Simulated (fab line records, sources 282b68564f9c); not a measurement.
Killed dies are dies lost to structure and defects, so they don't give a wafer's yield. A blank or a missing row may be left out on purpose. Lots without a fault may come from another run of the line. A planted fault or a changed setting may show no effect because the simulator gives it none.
Problem report in the 8D (eight disciplines) form, filled by code | flow rit_cmos | the parts of the form that need people (team, actions taken, sign-off) are left out

1. THE PROBLEM
run_length_s at RIT_M1_STRIP_14 reads a mean of 186.5 s on 5 wafers of 2 lots; wafers without a fault read 208.3 s with a standard deviation of 0.35. That is -62 standard deviations from the usual mean.
The step: strips in O2, time 180 s.
First seen on wafer L653.1, day 4 18:41, on plasma_asher-01. The record holds 27 wafers of 9 lots with a number at this step. Rule for "out", or "out of limits": more than 4 standard deviations from the usual mean. The other wafers with a number count as sound.

2. WHAT IT IS AND WHAT IT IS NOT
question                    | is                                     | is not
which readings at this step | run_length_s                           | drypump_motor_current_A
which lots                  | L653, L655                             | L658, L659, L660, L662, L667, L668, L669
which wafers of those lots  | L653.1, L653.3, L653.6, L655.1, L655.6 | L655.3
read on which tools         | plasma_asher-01                        | plasma_asher-03, plasma_asher-04
when                        | from day 4 18:41                       | up to then (0 sound wafers); but 22 sound wafers of L655, L658, L659, L660, L662, L667, L668, L669 came after

3. SUSPECTS, AND WHAT RULES EACH OUT
Counting: a tool at a process step up to the reading stays a suspect if it ran every lot that is out. Sound lots after the first of them don't rule it out here, since some wafers of a struck lot are sound.
- plasma_asher-04 at RIT_PSD_STRIP_09 (strips in O2, time 180 s): kept. It ran every lot that is out, first L653 (day 4 12:28).
- plasma_asher-01 at RIT_M1_STRIP_14 (strips in O2, time 180 s): kept. It ran every lot that is out, first L653 (day 4 18:41). Its own readings are out on those wafers: run_length_s.
- Within plasma_asher-01 at RIT_M1_STRIP_14: the wafers that are out ran in chamber 0; their sound lot-mates ran in chamber 1.
Left after counting: plasma_asher-04 at RIT_PSD_STRIP_09, plasma_asher-01 at RIT_M1_STRIP_14.

4. THE CAUSE (what the simulator had put in)
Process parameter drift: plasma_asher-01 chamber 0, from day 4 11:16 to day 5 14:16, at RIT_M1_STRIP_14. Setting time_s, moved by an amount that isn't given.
Counting left 2 suspects, and this tool is among them.

5. THE CHAIN OF EFFECTS, in route order
Each row: a reading whose mean over the struck wafers that have a number lies more than 3 standard deviations from the usual. Only readings for which the record gives a usual standard deviation are gone through. hours: the time from each lot's start at the first step in this table that gives one to its start at this step, as a median over the lots. sigmas: the change in usual standard deviations.
hours | step            | reading      | usual   | on struck wafers | change | sigmas
0     | RIT_M1_STRIP_14 | run_length_s | 208.3 s | 186.5            | -21.8  | -62
The process steps in it:
- RIT_M1_STRIP_14: strips in O2, time 180 s.

6. WHAT WOULD HAVE CAUGHT IT SOONER
In this record the first reading out of limits was taken at day 4 18:41, 7 hours after the fault began at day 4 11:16.
